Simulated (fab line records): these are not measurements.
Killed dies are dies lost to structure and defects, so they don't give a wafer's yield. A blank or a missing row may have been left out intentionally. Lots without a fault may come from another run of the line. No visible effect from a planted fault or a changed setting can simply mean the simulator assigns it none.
A struck lot beside a sound one ; flow rit_cmos ; 18 out of 202 route steps
Sound: these wafers, L413.1, L413.4, L413.5. Wafers struck: L421.1, L421.2, L421.4. The cause comes at the end.
Each step with rows lists, per side, the tool, then ch with its chambers, then its first start. Under that, the readings that differ: sound wafers ; struck wafers ; difference of the means ; sigmas: that difference in standard deviations of wafers without a fault.
alike: same words and numbers on both sides, and readings whose means sit less than 2 such deviations apart. not compared: any withheld reading, any reading some wafer has no value for, any bound like >300 that may hide the same value, and any number with overlapping values for which the record gives no deviation.
A row with sigmas, a row that says differs or no value, or rows on one side alone: a step with any of these is where the two part. Numbers that have no deviation but don't overlap get no sigmas and don't part them. Lack of a reading on every wafer of one side parts them only where that side has two or more wafers.

RIT_CONTACT_OVL_MEAS_09:
  sound: overlay-01 at day 3 18:05; struck: overlay-02 at day 5 12:55
reading;sound;struck;difference;sigmas
CONTACT_OVL (nm);0.1 1.1 1.1;-2.4 -2.5 -1.6;-2.9;-2
then, 1 step without rows for these wafers: RIT_CONTACT_HARDBAKE_10 (time 60 s).
RIT_CONTACT_ETCH_11: etches SiO2 in CHF3/CF4/Ar, stops on TiSi2, target depth 480 nm, time 320 s.
  sound on rie_diel-01 ch 0,2, day 3 18:17; struck on rie_diel-02 ch 1,2,3, day 5 13:06
  alike: O2_flow_sccm, drypump_motor_current_A, oes_product_au, throttle_valve_pct
  not compared: rf_hours_counter_h
RIT_CONTACT_STRIP_12: strips in O2, time 180 s.
  sound on plasma_asher-01 ch 0,1, day 3 18:28; struck on plasma_asher-01 ch 0,1, day 5 13:18
  alike: drypump_motor_current_A, rf_refl_power_W
  not compared: rf_hours_counter_h
RIT_CONTACT_CD_MEAS_90: the cd target is 1000 nm.
  sound: cd_sem-01 at day 3 18:39; struck: cd_sem-02 at day 5 13:28
  alike: cd_nm
then, 2 steps without rows for these wafers: RIT_CONTACT_CLEAN_13 (cleans in SC1, time 600 s); RIT_CONTACT_CLEAN_14 (cleans in SC2, time 600 s).
RIT_M1_SPUTTER_00: material Al, target thk 400 nm, time 500 s.
  sound: pvd_sputter-03 at day 3 19:07; struck: pvd_sputter-04 at day 5 13:56
  alike: throttle_valve_pct
RIT_M1_RS_MEAS_01: uses a four-point probe to measure.
  sound: film_metro-04 at day 3 19:25; struck: film_metro-04 at day 5 14:14
  alike: M1_AL_RS
RIT_M1_THK_MEAS_02: measures by xrf.
  sound: film_metro-04 at day 3 19:32; struck: film_metro-04 at day 5 14:22
  alike: M1_AL_THK
then, 2 steps without rows for these wafers: RIT_M1_HMDS_03 (prime time 60 s); RIT_M1_COAT_04 (resist thk 1300 nm).
RIT_M1_SOFTBAKE_05: time 60 s.
  sound on litho_track-01 ch 0, day 3 19:53; struck on litho_track-04 ch 0, day 5 14:43
reading;sound;struck;difference;sigmas
heater_power_total_W (W);34.60 34.53 34.57;37.55 37.78 37.73;+3.12;+61
plate_temp_C (C);90.04 90.15 89.94;95.76 95.69 96.00;+5.77;+48
model.NOVOLAK_of_M1_COAT_04.thk_nm (nm);1299 1298 1296;1287 1281 1285;-13;
then, 2 steps without rows for these wafers: RIT_M1_EXPOSE_06 (exposes mask M12, target cd 2600 nm); RIT_M1_PEB_07.
RIT_M1_DEVELOP_08: develop time 68 s.
  sound: litho_track-04 ch 0; struck: litho_track-04 ch 0
reading;sound;struck;difference;sigmas
model.NOVOLAK_of_M1_COAT_04.thk_nm (nm);1298 1298 1295;1287 1280 1285;-13;
RIT_M1_CD_MEAS_09: the cd target is 2600 nm.
  sound: cd_sem-02 at day 3 20:36; struck: cd_sem-01 at day 5 15:25
  alike: cd_nm
then, 1 step without rows for these wafers: RIT_M1_PROBE_99.

## WHERE THEY PART
Last at RIT_M1_SOFTBAKE_05 as far as this record goes, first at RIT_CONTACT_OVL_MEAS_09. Later steps at which nothing parts them and some readings are alike: RIT_M1_CD_MEAS_09.

WHY: the cause the simulator had injected
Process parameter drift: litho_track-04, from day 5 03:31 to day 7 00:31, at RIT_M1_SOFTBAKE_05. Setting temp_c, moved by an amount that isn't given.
